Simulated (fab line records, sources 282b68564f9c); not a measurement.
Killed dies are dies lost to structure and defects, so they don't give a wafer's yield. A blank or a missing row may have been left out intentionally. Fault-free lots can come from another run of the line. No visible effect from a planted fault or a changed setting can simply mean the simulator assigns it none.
fab line records	flow rit-cmos
record lots=6	wafers=18	last-day=7
route steps=202 shown ACTIVE@1 FOX1@20 FOX2@23 NWELL@28 M1@196
lots that met no fault: from a run of the same line without faults
start-h: hours from the record's opening day to when the first of the lot's shown wafers began	wait-h: hours elapsed since this lot's preceding step	" the same as in the row above	L1.1+2: one row covering several wafers at once	- no value present, or no start provided	* or withheld: withheld	< > ~ a bound
route shown NAME@n: NAME is a module with steps in the file, n the number in the route of the first one	usual: mean/standard deviation of fault-free wafers	same: alike in all rows	chamber/n: place in a boat	sites: readings site by site	_std_site: the values' standard deviation	_edge_site: outer sites' mean less inner sites'	radius-mm: how far each site lies from the wafer's centre	mask NAME#n: copy n	behind: tool/chamber where the wafer was last shaped	hold: what put the lot on hold/how long, in hours/how the hold closed	device: names the non-switching transistor (n, p or np)	end of line: the tests these same wafers got at the end of their route	where a step has no rows: the recipe by itself	killed: count of dies lost to structure and defects at first sort (not the wafer's yield)	map: dies across one wafer; x = killed, . = not, _ = none there
set.NAME: the run value of the setting; set.NAME@STEP: its run value at that earlier step	model.NAME: the simulator's own value behind a step, which no gauge read
a table for each step, a row for each wafer; lots at some steps of the route
services: a tool's chamber out of use, with start hour (start-h, from the record's first day; less than 0 if before it), hours out, and reason
## steps
# step RIT_ACTIVE_BOW_MEAS_00
# recipe mode=bow
# usual INCOMING_BOW=0/6.5
lot.wafer	tool	chamber	start-h	wait-h	INCOMING_BOW[um]
L311.2	film-metro-01	-	15.02	-	2
L311.3	"	-	"	"	3
L311.4	"	-	"	"	-3
L320.3	film-metro-04	-	60.04	-	-4
L320.5	"	-	"	"	-9
L320.6	"	-	"	"	4
L321.1	film-metro-02	-	65.00	-	-9
L321.3	"	-	"	"	-6
L321.4	"	-	"	"	-1
L323.1	film-metro-04	-	75.00	-	0
L323.5	"	-	"	"	-3
L323.6	"	-	"	"	-3
L324.1	film-metro-01	-	80.00	-	-10
L324.2	"	-	"	"	-6
L324.3	"	-	"	"	-1
L332.3	film-metro-01	-	120.04	-	4
L332.4	"	-	"	"	2
L332.5	"	-	"	"	-5
# step RIT_ACTIVE_OXIDATION_01
# recipe temp-c=1000	ambient=O2	target-thk-a=468	ox-time-s=3360
# usual spike-tc-source-C=1024.4/2.3
lot.wafer	tool	chamber	start-h	wait-h	spike-tc-source-C
L311.2	furnace-03	0	15.12	0.1	1021.7
L311.3	"	0	"	"	1022.2
L311.4	"	0	"	"	1022.3
L320.3	furnace-03	0	60.12	0.1	1022.0
L320.5	"	0	"	"	1021.0
L320.6	"	0	"	"	1020.8
L321.1	furnace-03	0	65.12	0.1	1021.8
L321.3	"	0	"	"	1022.6
L321.4	"	0	"	"	1022.4
L323.1	furnace-04	0	75.12	0.1	1026.8
L323.5	"	0	"	"	1027.2
L323.6	"	0	"	"	1027.8
L324.1	furnace-02	0	80.27	0.2	1026.2
L324.2	"	0	"	"	1025.8
L324.3	"	0	"	"	1024.0
L332.3	furnace-02	0	120.12	0.1	1023.3
L332.4	"	0	"	"	1024.4
L332.5	"	0	"	"	1026.1
# step RIT_ACTIVE_THK_MEAS_02
# recipe reads=SiO2_of_ACTIVE_OXIDATION_01
# usual ACTIVE_OXIDE_THK=46.9/0.88
lot.wafer	tool	chamber	start-h	wait-h	ACTIVE_OXIDE_THK[nm]
L311.2	film-metro-01	-	17.06	0.0	46.0
L311.3	"	-	"	"	45.5
L311.4	"	-	"	"	47.4
L320.3	film-metro-02	-	62.07	0.0	47.3
L320.5	"	-	"	"	47.3
L320.6	"	-	"	"	46.8
L321.1	film-metro-02	-	67.05	0.0	45.3
L321.3	"	-	"	"	46.1
L321.4	"	-	"	"	45.9
L323.1	film-metro-02	-	77.05	0.0	46.4
L323.5	"	-	"	"	46.2
L323.6	"	-	"	"	46.1
L324.1	film-metro-02	-	82.20	0.0	45.5
L324.2	"	-	"	"	45.7
L324.3	"	-	"	"	46.7
L332.3	film-metro-02	-	122.07	0.0	46.7
L332.4	"	-	"	"	46.7
L332.5	"	-	"	"	47.4
# step RIT_ACTIVE_CVD_03
# recipe material=Si3N4	target-thk-nm=150	temp-c=810	precursor=SiH2Cl2/NH3	time-s=1500	pressure-mtorr=300	sih2cl2-flow-sccm=60	nh3-flow-sccm=150
# step RIT_ACTIVE_THK_MEAS_04
# recipe reads=Si3N4_of_ACTIVE_CVD_03
# usual ACTIVE_NITRIDE_THK=149.0/1.7
lot.wafer	tool	chamber	start-h	wait-h	ACTIVE_NITRIDE_THK[nm]
L311.2	film-metro-01	-	18.54	0.0	145.7
L311.3	"	-	"	"	145.5
L311.4	"	-	"	"	145.4
L320.3	film-metro-04	-	63.55	0.0	149.4
L320.5	"	-	"	"	149.6
L320.6	"	-	"	"	149.8
L321.1	film-metro-04	-	68.53	0.0	149.4
L321.3	"	-	"	"	147.1
L321.4	"	-	"	"	148.9
L323.1	film-metro-01	-	78.53	0.0	148.5
L323.5	"	-	"	"	149.7
L323.6	"	-	"	"	148.8
L324.1	film-metro-02	-	83.68	0.0	148.2
L324.2	"	-	"	"	148.4
L324.3	"	-	"	"	149.4
L332.3	film-metro-01	-	123.55	0.0	149.9
L332.4	"	-	"	"	151.8
L332.5	"	-	"	"	150.4
# step RIT_ACTIVE_HMDS_05
# recipe prime-time-s=60	prime-temp-c=140
# step RIT_ACTIVE_COAT_06
# recipe resist=NOVOLAK	spin-rpm=3250	resist-thk-nm=1000
# step RIT_ACTIVE_SOFTBAKE_07
# recipe resist=NOVOLAK	temp-c=90	time-s=60
# step RIT_ACTIVE_EXPOSE_08
# recipe mask-id=M1	na=0.6	source-shape=conventional	sigma-outer=0.6	target-cd-nm=1400	dose-mj=225
# step RIT_ACTIVE_PEB_09
# recipe resist=NOVOLAK	temp-c=withheld	time-s=withheld
# step RIT_ACTIVE_DEVELOP_10
# recipe resist=NOVOLAK	develop-time-s=50	dev-temp-c=23
# step RIT_ACTIVE_CD_MEAS_11
# recipe target-cd-nm=1400
# usual cd-nm=1400.3/2.3
lot.wafer	tool	chamber	start-h	wait-h	cd-nm
L311.2	cd-sem-02	-	19.46	-	1396.4
L311.3	"	-	"	"	1395.8
L311.4	"	-	"	"	1394.3
L320.3	cd-sem-02	-	64.60	-	1401.2
L320.5	"	-	"	"	1401.9
L320.6	"	-	"	"	1400.3
L321.1	cd-sem-02	-	69.44	-	1401.6
L321.3	"	-	"	"	1401.0
L321.4	"	-	"	"	1401.5
L323.1	cd-sem-01	-	79.56	-	1401.9
L323.5	"	-	"	"	1401.3
L323.6	"	-	"	"	1398.3
L324.1	cd-sem-02	-	84.72	-	1399.5
L324.2	"	-	"	"	1401.0
L324.3	"	-	"	"	1399.9
L332.3	cd-sem-02	-	124.57	-	1400.4
L332.4	"	-	"	"	1400.6
L332.5	"	-	"	"	1399.3
# step RIT_ACTIVE_HARDBAKE_12
# recipe resist=NOVOLAK	temp-c=140	time-s=60
# step RIT_ACTIVE_ETCH_13
# recipe stop-on=SiO2	chemistry=SF6	target=Si3N4	time-s=210	over-etch-frac=0.4	SF6_flow_sccm=200	pressure-mtorr=260	rf-w=125	target-depth-a=2100
# usual drypump-motor-current-A=5.6/0.34	oes-product-au=0.823/0.016	rf-fwd-power-W=124.6/0.38	throttle-valve-pct=7.54/0.16
lot.wafer	tool	chamber	start-h	wait-h	drypump-motor-current-A	oes-product-au	rf-fwd-power-W	rf-hours-counter-h	throttle-valve-pct
L311.2	rie-diel-04	0	19.71	0.1	5.3	0.832	125.1	151	7.64
L311.3	"	3	"	"	5.9	0.788	124.0	137	7.46
L311.4	"	3	"	"	5.9	0.784	124.7	-	7.44
L320.3	rie-diel-02	0	64.83	0.1	5.8	0.807	124.2	162	7.57
L320.5	"	2	"	"	5.1	0.837	124.5	-	7.72
L320.6	"	1	"	"	5.3	0.826	124.2	-	7.43
L321.1	rie-diel-04	2	69.71	0.1	5.6	0.822	124.3	42	7.25
L321.3	"	0	"	"	5.4	0.825	124.2	152	7.65
L321.4	"	3	"	"	6.0	0.794	124.9	138	7.45
L323.1	rie-diel-02	0	79.83	0.1	5.8	0.812	125.5	162	7.58
L323.5	"	1	"	"	5.3	0.827	124.8	-	7.42
L323.6	"	2	"	"	5.2	0.843	124.8	-	7.74
L324.1	rie-diel-03	1	84.99	0.1	5.7	0.833	125.0	93	7.37
L324.2	"	2	"	"	6.4	0.820	124.5	104	7.67
L324.3	"	3	"	"	6.0	0.828	124.6	8	7.60
L332.3	rie-diel-02	3	124.80	0.1	5.3	0.812	124.2	52	7.44
L332.4	"	0	"	"	5.8	0.854	124.5	0	7.58
L332.5	"	0	"	"	5.8	0.855	124.7	-	7.56
# step RIT_ACTIVE_STRIP_14
# recipe chemistry=O2	time-s=180	resist=NOVOLAK	platen-temp-c=withheld	power-w=500	pressure-mtorr=4000	o2-flow-sccm=4000
# usual drypump-motor-current-A=5.4/0.4
lot.wafer	tool	chamber	start-h	wait-h	drypump-motor-current-A	rf-hours-counter-h
L311.2	plasma-asher-02	1	19.84	0.1	4.7	22
L311.3	"	1	"	"	4.7	-
L311.4	"	0	"	"	5.7	-
L320.3	plasma-asher-02	1	65.03	0.1	4.7	-
L320.5	"	1	"	"	4.7	-
L320.6	"	0	"	"	5.7	-
L321.1	plasma-asher-02	1	69.84	0.1	4.7	28
L321.3	"	1	"	"	4.7	-
L321.4	"	0	"	"	5.7	-
L323.1	plasma-asher-02	0	79.97	0.1	5.7	29
L323.5	"	1	"	"	4.8	-
L323.6	"	0	"	"	5.7	-
L324.1	plasma-asher-02	1	85.12	0.1	4.7	29
L324.2	"	0	"	"	5.7	29
L324.3	"	0	"	"	5.7	-
L332.3	plasma-asher-02	1	124.99	0.1	4.7	-
L332.4	"	0	"	"	5.7	-
L332.5	"	1	"	"	4.7	-
# step RIT_ACTIVE_CD_MEAS_90
# recipe target-cd-nm=1400
# usual cd-nm=1400.4/2.3
lot.wafer	tool	chamber	start-h	wait-h	cd-nm
L311.2	cd-sem-01	-	20.04	0.1	1396.6
L311.3	"	-	"	"	1395.9
L311.4	"	-	"	"	1394.1
L320.3	cd-sem-01	-	65.18	0.1	1400.7
L320.5	"	-	"	"	1401.6
L320.6	"	-	"	"	1400.2
L321.1	cd-sem-01	-	70.02	0.1	1401.4
L321.3	"	-	"	"	1401.5
L321.4	"	-	"	"	1401.6
L323.1	cd-sem-01	-	80.14	0.1	1402.0
L323.5	"	-	"	"	1401.7
L323.6	"	-	"	"	1398.7
L324.1	cd-sem-02	-	85.35	0.2	1399.6
L324.2	"	-	"	"	1401.6
L324.3	"	-	"	"	1400.0
L332.3	cd-sem-01	-	125.15	0.1	1400.7
L332.4	"	-	"	"	1400.5
L332.5	"	-	"	"	1399.5
# step RIT_ACTIVE_CLEAN_15
# recipe chemistry=SC1	mix=3:3:50	time-s=600	temp-c=75
# step RIT_ACTIVE_CLEAN_16
# recipe chemistry=dHF	dilution=50:1	time-s=30
# step RIT_ACTIVE_CLEAN_17
# recipe chemistry=SC2	mix=3:3:50	time-s=600	temp-c=75	dry=n2-spin
# step RIT_FOX1_OXIDATION_00
# recipe temp-c=1100	ambient=H2O	target-thk-a=3507	p-h2o-torr=720	ox-time-s=1130
# step RIT_FOX1_THK_MEAS_01
# recipe reads=SiO2_of_FOX1_OXIDATION_00
# usual FOX1_OXIDE_THK=352/7
lot.wafer	tool	chamber	start-h	wait-h	FOX1_OXIDE_THK[nm]
L311.2	film-metro-01	-	21.83	0.0	360
L311.3	"	-	"	"	351
L311.4	"	-	"	"	359
L320.3	film-metro-04	-	66.97	0.0	351
L320.5	"	-	"	"	357
L320.6	"	-	"	"	356
L321.1	film-metro-04	-	71.86	0.0	339
L321.3	"	-	"	"	341
L321.4	"	-	"	"	338
L323.1	film-metro-03	-	83.59	0.0	361
L323.5	"	-	"	"	358
L323.6	"	-	"	"	365
L324.1	film-metro-04	-	87.15	0.0	347
L324.2	"	-	"	"	346
L324.3	"	-	"	"	350
L332.3	film-metro-03	-	126.93	0.0	344
L332.4	"	-	"	"	344
L332.5	"	-	"	"	354
# step RIT_FOX1_WET_ETCH_02
# recipe chemistry=BOE	target-depth-nm=350	time-s=390	temp-c=21.5	dry=n2-spin	dilution=10:1	target=SiO2
# step RIT_FOX2_OXIDATION_00
# recipe temp-c=1100	ambient=H2O	target-thk-a=3507	p-h2o-torr=720	ox-time-s=1130
# step RIT_FOX2_THK_MEAS_01
# recipe reads=SiO2_of_FOX2_OXIDATION_00
# usual FOX2_OXIDE_THK=348/6.2
lot.wafer	tool	chamber	start-h	wait-h	FOX2_OXIDE_THK[nm]
L311.2	film-metro-01	-	23.38	0.0	350
L311.3	"	-	"	"	358
L311.4	"	-	"	"	354
L320.3	film-metro-02	-	68.46	0.0	344
L320.5	"	-	"	"	346
L320.6	"	-	"	"	347
L321.1	film-metro-03	-	73.37	0.0	349
L321.3	"	-	"	"	347
L321.4	"	-	"	"	350
L323.1	film-metro-03	-	85.09	0.0	351
L323.5	"	-	"	"	347
L323.6	"	-	"	"	354
L324.1	film-metro-03	-	91.02	0.0	351
L324.2	"	-	"	"	350
L324.3	"	-	"	"	354
L332.3	film-metro-03	-	128.42	0.0	344
L332.4	"	-	"	"	344
L332.5	"	-	"	"	340
# step RIT_FOX2_CLEAN_02
# recipe chemistry=dHF	dilution=50:1	time-s=180
# step RIT_FOX2_WET_ETCH_03
# recipe chemistry=H3PO4	target=Si3N4	target-depth-nm=195	temp-c=165	time-s=2700
# step RIT_FOX2_THK_MEAS_90
# recipe reads=SiO2_of_FOX2_OXIDATION_00
# usual FIELD_OXIDE_LEFT_1_THK=321/6.2
lot.wafer	tool	chamber	start-h	wait-h	FIELD_OXIDE_LEFT_1_THK[nm]
L311.2	film-metro-02	-	24.25	0.0	323
L311.3	"	-	"	"	331
L311.4	"	-	"	"	326
L320.3	film-metro-02	-	69.48	0.0	317
L320.5	"	-	"	"	318
L320.6	"	-	"	"	320
L321.1	film-metro-01	-	74.40	0.0	321
L321.3	"	-	"	"	320
L321.4	"	-	"	"	323
L323.1	film-metro-03	-	85.97	0.0	324
L323.5	"	-	"	"	320
L323.6	"	-	"	"	327
L324.1	film-metro-01	-	91.89	0.0	323
L324.2	"	-	"	"	322
L324.3	"	-	"	"	327
L332.3	film-metro-03	-	129.35	0.0	316
L332.4	"	-	"	"	317
L332.5	"	-	"	"	313
# step RIT_NWELL_HMDS_00
# recipe prime-time-s=60	prime-temp-c=140
# step RIT_NWELL_COAT_01
# recipe resist=NOVOLAK	spin-rpm=2000	resist-thk-nm=1300
# step RIT_NWELL_SOFTBAKE_02
# recipe resist=NOVOLAK	temp-c=90	time-s=60
# step RIT_NWELL_EXPOSE_03
# recipe mask-id=M2	na=0.57	target-cd-nm=43900	dose-mj=250
# step RIT_M1_METAL_ETCH_12
# recipe stop-on=SiO2	chemistry=Cl2/BCl3	target=Al	time-s=165	over-etch-frac=0.5	pressure-mtorr=100	target-depth-a=6000	rf-w=250	Cl2_flow_sccm=60	bcl3-flow-sccm=50
# usual drypump-motor-current-A=6.0/0.53	he-backside-leak-sccm=3.3/0.32	oes-product-au=0.774/0.012	rf-fwd-power-W=249.1/0.83	throttle-valve-pct=8.33/0.086
lot.wafer	tool	chamber	start-h	wait-h	drypump-motor-current-A	he-backside-leak-sccm	oes-product-au	rf-fwd-power-W	rf-hours-counter-h	throttle-valve-pct	model.M1.cd-nm
L311.2	rie-metal-02	0	60.56	0.2	5.5	3.2	0.777	250.2	1	8.21	2597
L311.3	"	1	"	"	6.0	3.1	0.773	250.2	-	8.44	2598
L311.4	"	0	"	"	5.5	3.0	0.777	250.2	-	8.21	2595
L320.3	rie-metal-01	0	105.48	0.2	6.9	3.2	0.760	248.7	-	8.34	2630
L320.5	"	1	"	"	5.3	3.5	0.789	249.5	-	8.40	2629
L320.6	"	0	"	"	6.8	3.1	0.759	248.7	-	8.36	2627
L321.1	rie-metal-02	1	111.44	0.2	6.0	3.1	0.778	249.7	1	8.44	2629
L321.3	"	1	"	"	6.0	3.0	0.771	248.8	-	8.45	2628
L321.4	"	0	"	"	5.5	3.2	0.772	249.7	-	8.23	2629
L324.1	rie-metal-01	0	126.92	0.2	6.9	3.0	0.758	248.9	3	8.35	2598
L324.2	"	1	"	"	5.3	3.3	0.787	248.7	3	8.39	2597
L324.3	"	1	"	"	5.3	3.5	0.786	250.2	-	8.40	2600
L323.1	rie-metal-02	1	128.03	0.2	6.0	3.0	0.760	248.9	1	8.44	2600
L323.5	"	1	"	"	6.0	3.1	0.769	249.9	-	8.46	2600
L323.6	"	0	"	"	5.5	3.0	0.777	247.7	-	8.22	2601
L332.3	rie-metal-02	0	164.96	0.2	5.5	3.2	0.770	249.4	-	8.23	2603
L332.4	"	1	"	"	6.0	3.0	0.762	248.3	-	8.45	2601
L332.5	"	1	"	"	6.0	3.0	0.758	248.4	-	8.46	2603
# step RIT_M1_PROBE_99
# usual killed-at-contacts=0.0/0.18	killed-at-front-end=7/3.1	killed-dies=7/3.1	killed-open=3.2/2.1	killed-short=3.4/2
# same gross-dies=264	killed_at_M0_to_M3=0	killed_at_M4_up=0	killed-at-back-side=0	killed-at-other=0
lot.wafer	tool	chamber	start-h	wait-h	killed-at-contacts	killed-at-front-end	killed-dies	killed-open	killed-short	model.etest.m1.width-nm
L311.2	prober-01	-	62.86	0.1	1	8	9	7	2	2603
L311.3	prober-01	-	62.91	0.2	0	5	5	3	2	2592
L311.4	prober-01	-	62.96	0.2	0	2	2	2	0	2602
L320.3	prober-02	-	108.77	0.2	0	3	3	0	3	2631
L320.5	prober-02	-	108.87	0.2	0	3	3	0	3	2631
L320.6	prober-02	-	108.92	0.2	0	4	4	1	3	2626
L321.1	prober-01	-	113.71	0.1	0	7	7	4	3	2633
L321.3	prober-01	-	113.81	0.2	0	5	5	3	2	2629
L321.4	prober-01	-	113.86	0.2	0	6	6	0	6	2624
L324.1	prober-01	-	129.35	0.1	0	2	2	2	0	2597
L324.2	prober-01	-	129.40	0.1	0	6	6	2	4	2595
L324.3	prober-01	-	129.45	0.2	0	6	6	3	3	2598
L323.1	prober-02	-	130.73	0.1	0	3	3	1	2	2596
L323.5	prober-02	-	130.93	0.2	0	5	5	3	2	2602
L323.6	prober-02	-	130.98	0.2	0	6	6	1	5	2602
L332.3	prober-01	-	167.26	0.2	0	5	5	2	3	2601
L332.4	prober-01	-	167.31	0.2	0	9	9	5	4	2601
L332.5	prober-01	-	167.36	0.2	0	13	13	3	10	2601
# killed by level:class
L311.2 SPACER:geometric-particle:open=3 FOX1:geometric-particle:open=2 FOX2:geometric-particle:open=1 FOX2:geometric-particle:short=1 SPACER:geometric-particle:short=1 CONTACT:geometric-particle:open=1
L311.3 FOX2:geometric-particle:short=1 FOX2:geometric-particle:open=1 GATE:geometric-particle:open=1 REOX:geometric-particle:open=1 SPACER:geometric-particle:short=1
L311.4 SPACER:geometric-particle:open=1 SILICIDE:geometric-particle:open=1
L320.3 FOX1:geometric-particle:short=1 GATE:geometric-particle:short=1 SILICIDE:geometric-particle:short=1
L320.5 SPACER:geometric-particle:short=2 FOX1:geometric-particle:short=1
L320.6 SPACER:geometric-particle:short=2 REOX:geometric-particle:open=1 REOX:geometric-particle:short=1
L321.1 REOX:geometric-particle:open=2 GATE:geometric-particle:short=1 GATE:geometric-particle:open=1 SPACER:geometric-particle:short=1 SPACER:geometric-particle:open=1 SILICIDE:geometric-particle:short=1
L321.3 GATE:geometric-particle:open=3 REOX:geometric-particle:short=2
L321.4 FOX2:geometric-particle:short=2 GATE:geometric-particle:short=2 REOX:geometric-particle:short=1 SPACER:geometric-particle:short=1
L324.1 GATE:geometric-particle:open=1 SPACER:geometric-particle:open=1
L324.2 GATE:geometric-particle:open=2 GATE:geometric-particle:short=2 REOX:geometric-particle:short=1 SILICIDE:geometric-particle:short=1
L324.3 GATE:geometric-particle:open=2 GATE:geometric-particle:short=2 REOX:geometric-particle:short=1 SILICIDE:geometric-particle:open=1
L323.1 GATE:geometric-particle:short=2 GATE:geometric-particle:open=1
L323.5 FOX1:geometric-particle:open=1 GATE:geometric-particle:short=1 REOX:geometric-particle:short=1 REOX:geometric-particle:open=1 SPACER:geometric-particle:open=1
L323.6 GATE:geometric-particle:short=4 GATE:geometric-particle:open=1 SPACER:geometric-particle:short=1
L332.3 GATE:geometric-particle:short=2 GATE:geometric-particle:open=1 REOX:geometric-particle:open=1 REOX:geometric-particle:short=1
L332.4 GATE:geometric-particle:open=4 GATE:geometric-particle:short=2 FOX1:geometric-particle:open=1 SPACER:geometric-particle:short=1 SILICIDE:geometric-particle:short=1
L332.5 SILICIDE:geometric-particle:short=5 REOX:geometric-particle:short=3 GATE:geometric-particle:short=2 SILICIDE:geometric-particle:open=2 REOX:geometric-particle:open=1
## services
tool	chamber	start-h	hours	kind
rie-metal-02	-	-5.62	20.0	pm
rie-metal-02	0	-5.62	20.0	vent-cycle
rie-metal-02	1	-5.62	20.0	vent-cycle
rie-metal-01	1	-4.18	3.7	repair
rie-diel-03	2	1.03	7.3	repair
rie-diel-04	2	6.55	15.2	repair
rie-metal-02	0	14.38	-	clean
rie-metal-02	1	14.38	-	clean
furnace-03	-	31.21	1.1	repair
furnace-04	-	34.86	3.6	pm
rie-diel-02	2	46.25	1.8	repair
rie-diel-03	-	63.17	1.2	repair
rie-diel-03	1	67.11	4.3	repair
rie-diel-03	0	69.56	6.8	repair
rie-diel-03	2	74.67	8.6	repair
rie-diel-03	0	83.14	16.3	repair
rie-diel-02	0	86.89	-	clean
furnace-03	-	88.27	2.9	pm
rie-metal-02	-	92.71	0.1	repair
plasma-asher-02	-	112.24	1.4	repair
rie-diel-02	1	119.97	2.4	repair
rie-diel-02	-	135.30	2.8	pm
plasma-asher-02	-	136.57	2.0	repair
rie-metal-01	1	147.42	6.3	repair
## key
first-sign none at tools or gauges
model-effect step=RIT_M1_METAL_ETCH_12	value=M1.cd-nm	without=2599	struck=2629
model-effect step=RIT_M1_PROBE_99	value=etest.m1.width-nm	without=2599	struck=2629
met-at RIT_ACTIVE_OXIDATION_01
struck-wafers L320.3,L320.5,L320.6,L321.1,L321.3,L321.4
tester-left-out L320,L321
loop-trim step=RIT_M1_EXPOSE_06	setting=dose	lots=L320,L321
onset-between 15.12 60.12
fault kind=site-profile-drift	tool=furnace-03	chamber=-	onset-h=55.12	steps=RIT_ACTIVE_OXIDATION_01	basis=fraction	max-abs-drift=0.045439	slope-share-per-hr=22.719	site-pattern=0,0,0,0,0,-1,-1,-1,-1
# tester-left-out: of these lots the tester's yield and bins aren't shown, on N5 and GAA mostly nor the transistor test; their killed dies are dies lost to structure and defects alone, not to doping, threshold or leakage, so they don't give the yield
# loop-trim: a control loop set the setting to another value than it would have without faults
